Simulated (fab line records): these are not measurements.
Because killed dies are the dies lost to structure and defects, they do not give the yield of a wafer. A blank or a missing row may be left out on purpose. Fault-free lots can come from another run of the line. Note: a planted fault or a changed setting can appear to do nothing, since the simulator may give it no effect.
Chamber matching / flow berkeley-cmos170 / UCB170_M1_ETCH_11 on rie-diel-03: 4 sister chambers
The step etches BARC in N2/H2. 4 wafers are shown with their chamber, then 8 later ones without.

## EACH WAFER AND ITS CHAMBER
wafer=L417.2; chamber=2; throttle-valve-pct (%)=13.24
wafer=L417.3; chamber=1; throttle-valve-pct (%)=13.30
wafer=L417.6; chamber=3; throttle-valve-pct (%)=13.27
wafer=L425.1; chamber=0; throttle-valve-pct (%)=12.96

## WAFERS WITH NO CHAMBER GIVEN
wafer=L425.5; throttle-valve-pct (%)=13.26
wafer=L425.6; throttle-valve-pct (%)=13.33
wafer=L428.1; throttle-valve-pct (%)=12.98
wafer=L428.2; throttle-valve-pct (%)=13.27
wafer=L428.5; throttle-valve-pct (%)=12.97
wafer=L429.2; throttle-valve-pct (%)=13.27
wafer=L429.3; throttle-valve-pct (%)=13.31
wafer=L429.4; throttle-valve-pct (%)=12.97

## WHICH CHAMBER EACH WENT THROUGH
wafer=L425.5; from the rows above=can't be placed: 3 or 2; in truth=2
wafer=L425.6; from the rows above=1; in truth=1
wafer=L428.1; from the rows above=0; in truth=0
wafer=L428.2; from the rows above=3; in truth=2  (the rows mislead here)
wafer=L428.5; from the rows above=0; in truth=0
wafer=L429.2; from the rows above=3; in truth=3
wafer=L429.3; from the rows above=1; in truth=1
wafer=L429.4; from the rows above=0; in truth=0
6 of 8 placed correctly. Not placeable from these rows: 1 (in 1, the candidates include the true chamber). Placed wrongly: 1.
How it was worked out, from the rows above alone: a wafer's distance from a chamber is the root of the sum, over the readings, of the square of ((its reading less the chamber's mean) divided by the reading's scatter). If the next closest chamber is less than 2 further off than the closest, the wafer can't be placed; otherwise it belongs to the closest. A chamber's mean is the mean of its shown wafers. The scatter: with one shown wafer a chamber, the root of the mean of the squares of how far each hidden wafer lies from its nearest shown one.
